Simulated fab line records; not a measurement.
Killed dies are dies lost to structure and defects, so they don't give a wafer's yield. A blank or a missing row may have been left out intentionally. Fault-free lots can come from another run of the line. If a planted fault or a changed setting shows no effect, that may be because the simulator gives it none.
2 desks, one fault	flow berkeley cmos170	every desk sees just its own numbers, and what lay behind them comes last

## TOOL OWNER'S DESK, pecvd-01
The tool's own readings at UCB170_SPACER_CVD_00 (deposits SiO2 from TEOS/O2, target thk 376 nm, time 47 s): means of the sampled wafers that have a number, for each lot that ran on this tool. If a lot's mean is further than 4 standard deviations from the usual mean, the lot is out of limits and carries the mark OUT (the distance appears in the brackets).
Columns: A = heater power w at UCB170_SPACER_CVD_00, usual 280 W; B = run length s at UCB170_SPACER_CVD_00, usual 74.8 s
lot	first seen here	A	B
L637	day 7 16:04	320	75.1
L641	day 8 12:32	343	75.3
L645	day 9 23:34	290	70.6 (-7.1) OUT
L649	day 10 08:31	299	70.5 (-7.3) OUT
This desk's verdict: out of limits on L645, L649, starting with L645 at day 9 23:34 (run length s at UCB170_SPACER_CVD_00). In limits: L637, L641.

## THE METROLOGY DESK
What the gauges read, lot by lot, whatever tool the lot ran on: means of the sampled wafers that have a number. If a lot's mean is further than 4 standard deviations from the usual mean, the lot is out of limits and carries the mark OUT (the distance appears in the brackets).
Columns: A = ACTIVE_OXIDE_THK at UCB170_ACTIVE_THK_MEAS_03, usual 26.3 nm; B = SPACER_TEOS_THK at UCB170_SPACER_THK_MEAS_01, usual 375 nm; C = V2_TEOS_THK at UCB170_V2_THK_MEAS_01, usual 2002 nm
lot	first seen here	A	B	C
L634	day 4 10:07	25.3	382	2022
L638	day 4 19:42	26.1	377	2030
L637	day 4 19:44	27.1	379	2024
L640	day 5 13:56	26.6	378	1958
L641	day 5 13:57	26.6	375	2016
L642	day 6 00:36	25.9	373	2016
L645	day 6 14:23	27.1	339 (-7.7) OUT	1980
L649	day 7 07:32	25.9	344 (-6.7) OUT	2022
L650	day 7 21:50	27.1	373	1981
L653	day 8 08:30	26.1	371	1995
L652	day 8 15:55	26.1	374	1995
L654	day 8 15:55	25.8	370	2012
L655	day 8 15:57	26.0	377	2020
L657	day 9 08:00	25.8	375	2004
This desk reports L645, L649 out of limits; the earliest was L645 at day 9 23:37 (SPACER_TEOS_THK at UCB170_SPACER_THK_MEAS_01). In limits: L634, L638, L637, L640, L641, L642, L650, L653, L652, L654, L655, L657.

## PUT TOGETHER
At day 9 23:34, on L645, L649, the tool owner's desk was in a position to raise an alarm.
An alarm was possible from the metrology desk at day 9 23:37, on L645, L649.
All the named lots went through UCB170_SPACER_CVD_00 on pecvd-01.

## WHAT HAD BEEN PUT IN BY THE SIMULATOR
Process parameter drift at UCB170_SPACER_CVD_00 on pecvd-01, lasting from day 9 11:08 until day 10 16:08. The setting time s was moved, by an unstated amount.
Struck lots among those shown: L645, L649.
Delay (hours) between the fault's onset and each desk's first out-of-limits reading: 12 at the tool owner's desk, 12 at the metrology desk.
